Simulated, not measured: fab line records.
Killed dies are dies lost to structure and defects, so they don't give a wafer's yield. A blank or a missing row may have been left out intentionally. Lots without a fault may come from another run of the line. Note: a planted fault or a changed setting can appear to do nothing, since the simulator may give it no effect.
A lot that was struck, set against a sound lot || flow rit_cmos || 27 out of 202 route steps
Sound: the wafers L628.1, L628.2, L628.4. Wafers L641.2, L641.4, L641.5 were the ones struck. The cause is given at the end.
Each step with rows lists, per side, the tool, then ch with its chambers, then its first start. Under that, the readings that differ: sound wafers || struck wafers || difference of the means || sigmas: that difference in standard deviations of wafers without a fault.
alike: same words and numbers on both sides, and readings whose means sit less than 2 such deviations apart. not compared: any withheld reading, any reading some wafer has no value for, any bound like >300 that may hide the same value, and any number with overlapping values for which the record gives no deviation.
Wherever a step has rows on one side only, a row that says differs or no value, or a row with sigmas, the two part there. Numbers that don't overlap but have no deviation are shown without sigmas and don't part them. A reading that every wafer of one side lacks parts them only if that side has two wafers or more.

RIT_ACTIVE_BOW_MEAS_00:
  sound on film_metro-04 at day 1 10:00; struck on film_metro-01 at day 4 03:01
  alike: INCOMING_BOW
then, 1 step without rows for these wafers: RIT_ACTIVE_OXIDATION_01 (target thk 46.8 nm, ox time 3360 s).
RIT_ACTIVE_THK_MEAS_02:
  sound on film_metro-02 at day 1 12:03; struck on film_metro-02 at day 4 08:46
  alike: ACTIVE_OXIDE_THK
RIT_ACTIVE_CVD_03: deposits Si3N4 from SiH2Cl2/NH3, target thk 150 nm, time 1537 s.
  sound on lpcvd-01 ch 0, day 1 12:07; struck on lpcvd-01 ch 1, day 4 08:49
{"reading": "model.Si3N4_of_ACTIVE_CVD_03.thk_nm (nm)", "sound": "152.9 152.6 153.3", "struck": "102.7 104.3 103.7", "difference": -49.4, "sigmas": ""}
RIT_ACTIVE_THK_MEAS_04:
  sound on film_metro-04 at day 1 13:32; struck on film_metro-04 at day 4 10:14
{"reading": "ACTIVE_NITRIDE_THK (nm)", "sound": "152.9 152.7 153.4", "struck": "102.7 104.2 103.7", "difference": -49.5, "sigmas": -33}
then, 6 steps without rows for these wafers: RIT_ACTIVE_HMDS_05 (prime time 60 s); RIT_ACTIVE_COAT_06 (resist thk 991.5 nm); RIT_ACTIVE_SOFTBAKE_07 (time 60 s); RIT_ACTIVE_EXPOSE_08 (exposes mask M1, target cd 1400 nm); RIT_ACTIVE_PEB_09; RIT_ACTIVE_DEVELOP_10 (develop time 50 s).
RIT_ACTIVE_CD_MEAS_11: the cd target is 1400 nm.
  sound on cd_sem-01 at day 1 14:34; struck on cd_sem-02 at day 4 11:17
  alike: cd_nm
then, 1 step without rows for these wafers: RIT_ACTIVE_HARDBAKE_12 (time 60 s).
RIT_ACTIVE_ETCH_13: etches Si3N4 in SF6, stops on SiO2, time 210 s, target depth 210 nm.
  sound on rie_diel-01 ch 0,1,2, day 1 14:59; struck on rie_diel-01 ch 0,1, day 4 11:32
{"reading": "oes_product_au (a.u.)", "sound": "0.826 0.837 0.834", "struck": "0.680 0.700 0.676", "difference": -0.147, "sigmas": -10}
{"reading": "model.etch.depth_nm (nm)", "sound": "152.9 152.6 153.3", "struck": "102.7 104.3 103.7", "difference": -49.4, "sigmas": ""}
{"reading": "model.ACTIVE.feature_depth_nm (nm)", "sound": "152.9 152.6 154.8", "struck": "102.7 104.3 103.7", "difference": -49.9, "sigmas": ""}
  alike: drypump_motor_current_A, throttle_valve_pct
  not compared: rf_hours_counter_h
RIT_ACTIVE_STRIP_14: strips in O2, time 180 s.
  sound on plasma_asher-01 ch 0,1, day 1 15:07; struck on plasma_asher-01 ch 0,1, day 4 11:40
  alike: drypump_motor_current_A
  not compared: rf_hours_counter_h
RIT_ACTIVE_CD_MEAS_90: the cd target is 1400 nm.
  sound on cd_sem-01 at day 1 15:17; struck on cd_sem-02 at day 4 11:52
  alike: cd_nm
then, 4 steps without rows for these wafers: RIT_ACTIVE_CLEAN_15 (cleans in SC1, time 600 s); RIT_ACTIVE_CLEAN_16 (cleans in dHF, time 30 s); RIT_ACTIVE_CLEAN_17 (cleans in SC2, time 600 s); RIT_FOX1_OXIDATION_00 (target thk 350.7 nm, ox time 1130 s).
RIT_FOX1_THK_MEAS_01:
  sound on film_metro-02 at day 1 20:23; struck on film_metro-03 at day 4 16:50
  alike: FOX1_OXIDE_THK
then, 2 steps without rows for these wafers: RIT_FOX1_WET_ETCH_02 (etches SiO2 in BOE, target depth 350 nm, time 390 s); RIT_FOX2_OXIDATION_00 (target thk 350.7 nm, ox time 1130 s).
RIT_FOX2_THK_MEAS_01:
  sound on film_metro-03 at day 2 02:11; struck on film_metro-03 at day 4 21:39
  alike: FOX2_OXIDE_THK
RIT_FOX2_CLEAN_02: cleans in dHF, time 180 s.
  sound on wet_bench-01 ch 1, day 2 02:14; struck on wet_bench-01 ch 0, day 4 21:42
{"reading": "model.Si3N4_of_ACTIVE_CVD_03.thk_nm (nm)", "sound": "133.6 133.3 134.1", "struck": "83.52 85.03 84.5", "difference": -49.32, "sigmas": ""}
then, 1 step without rows for these wafers: RIT_FOX2_WET_ETCH_03 (etches Si3N4 in H3PO4, target depth 195 nm, time 2700 s).
-- the record jumps here: 2 days lie between the struck wafers' starts before and after (it left off in module FOX2 and takes up again in module M1, whose first step shown is number 202 of the route) --
RIT_M1_PROBE_99:
  sound on prober-02 at day 3 20:21; struck on prober-01 at day 7 07:12
{"reading": "model.etest.pldd.width_nm (nm)", "sound": "3184 3164 3175", "struck": "3099 3118 3112", "difference": -65, "sigmas": ""}
{"reading": "model.etest.nldd.width_nm (nm)", "sound": "3186 3187 3177", "struck": "3090 3124 3123", "difference": -71, "sigmas": ""}
{"reading": "model.etest.pplus_sal.width_nm (nm)", "sound": "3437 3449 3470", "struck": "3390 3414 3382", "difference": -57, "sigmas": ""}
{"reading": "model.etest.nplus_sal.width_nm (nm)", "sound": "3454 3424 3469", "struck": "3394 3412 3395", "difference": -49, "sigmas": ""}
{"reading": "model.etest.nmos_narrow.drive_ua_um", "sound": "254.7 253.7 266.7", "struck": "225.7 234.3 223.5", "difference": -30.5, "sigmas": ""}
{"reading": "model.etest.pmos_narrow.drive_ua_um", "sound": "115.1 114.5 120.6", "struck": "98.41 103.7 100.7", "difference": -15.80, "sigmas": ""}
  alike: killed_at_contacts, killed_at_front_end, killed_dies, killed_on_rim, killed_open, killed_short

== WHERE THEY PART ==
At RIT_ACTIVE_THK_MEAS_04 first; at RIT_ACTIVE_ETCH_13 last (within this record only). Later steps at which nothing parts them and some readings are alike: RIT_ACTIVE_STRIP_14, RIT_ACTIVE_CD_MEAS_90, RIT_FOX1_THK_MEAS_01, RIT_FOX2_THK_MEAS_01, RIT_M1_PROBE_99.

WHY: what the simulator had put in
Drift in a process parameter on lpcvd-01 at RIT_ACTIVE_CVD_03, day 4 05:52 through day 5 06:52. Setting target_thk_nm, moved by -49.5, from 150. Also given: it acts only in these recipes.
